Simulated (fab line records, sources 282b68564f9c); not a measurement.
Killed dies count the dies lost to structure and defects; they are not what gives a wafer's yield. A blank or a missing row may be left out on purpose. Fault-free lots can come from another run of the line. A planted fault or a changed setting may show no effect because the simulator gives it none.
Split-lot study    flow rit-cmos    5 lots, 23 wafers read, on a route of 202 steps

ABOUT THE SPLIT
At RIT_NWELL_IMPLANT_08, the setting energy-kev was moved away from the recipe's 170 on 9 of the 23 wafers read, by -1.9% to +5.5%. For the rest of the wafers, this setting stayed at what the recipe calls for.

The split's own step is where the reading is taken.

THE READING
The simulator's own value implant.drp-nm, read by no gauge, in nm at RIT_NWELL_IMPLANT_08. The file gives no usual value for it.

wafer   tool, chamber at the split  energy-kev as run  against the recipe  implant.drp-nm, nm  against lot-mates on the recipe
L075.2  implanter-04, 0             170                recipe              68.82               -
L075.3  implanter-04, 0             170                recipe              68.82               -
L075.4  implanter-04, 0             178.5              +5.0%               71.39               +2.57
L075.5  implanter-04, 0             178.5              +5.0%               71.39               +2.57
L075.6  implanter-04, 0             178.5              +5.0%               71.39               +2.57
L077.2  implanter-04, 0             170                recipe              68.82               -
L077.6  implanter-04, 0             170                recipe              68.82               -
L077.3  implanter-04, 0             166.8              -1.9%               67.87               -0.95
L077.4  implanter-04, 0             166.8              -1.9%               67.87               -0.95
L077.5  implanter-04, 0             166.8              -1.9%               67.87               -0.95
L078.3  implanter-04, 0             170                recipe              68.82               -
L078.5  implanter-04, 0             170                recipe              68.82               -
L078.6  implanter-04, 0             170                recipe              68.82               -
L080.2  implanter-04, 0             170                recipe              68.82               -
L080.3  implanter-04, 0             170                recipe              68.82               -
L080.4  implanter-04, 0             170                recipe              68.82               -
L080.5  implanter-04, 0             170                recipe              68.82               -
L080.6  implanter-04, 0             170                recipe              68.82               -
L084.1  implanter-03, 0             179.4              +5.5%               71.66               +2.84
L084.2  implanter-03, 0             179.4              +5.5%               71.66               +2.84
L084.4  implanter-03, 0             179.4              +5.5%               71.66               +2.84
L084.3  implanter-03, 0             170                recipe              68.82               -
L084.5  implanter-03, 0             170                recipe              68.82               -

THE FIT
A straight line over all 23 wafers: implant.drp-nm changes by +0.513 nm for each +1% of energy-kev; r = +1.00; the points scatter about the line by 0.0054 nm.
The same after taking each lot's own level away (the mean of its wafers on the recipe; 23 wafers): +0.513 nm for each +1%; r = +1.00; scatter 0.0054 nm.
According to that fit, moving energy-kev by its largest amount changes the reading by 2.8 nm.
The lots' own levels span 68.820 to 68.820 nm.
Consequently the slope shifts little with the lot-to-lot level, the two slopes agreeing.
Check: with one of the wafers moved furthest among these (+5.5%) left out of the fit, the line predicts +2.84 nm for it against its lot-mates. Against them it came out at +2.84 nm.

THE OTHER SPLITS THESE WAFERS WENT THROUGH
Before the reading, these wafers also passed through other splits. Each is held against what the fit with the lots' levels taken away leaves over:
other split on the same wafers     wafers away from the commonest value  r with implant.drp-nm (lot level and that fit taken away)
RIT_ACTIVE_OXIDATION_01 ox-time-s  18                                    +0.03
RIT_ACTIVE_COAT_06 spin-rpm        6                                     +0.20

THE WHOLE CHAIN: every reading that the file lists as answering this split, in the file's order
step                  what it does  reading                                                          change (the file's fit)                r (the file's)
RIT_NWELL_IMPLANT_08                implant.rp-nm (the simulator's own value, which no gauge read)   +2.25 nm for each +1% of the setting   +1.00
RIT_NWELL_IMPLANT_08                implant.drp-nm (the simulator's own value, which no gauge read)  +0.513 nm for each +1% of the setting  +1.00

FILE'S OWN FIT
implant.drp-nm changes by +0.513 nm for each +1% of energy-kev, r = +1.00.
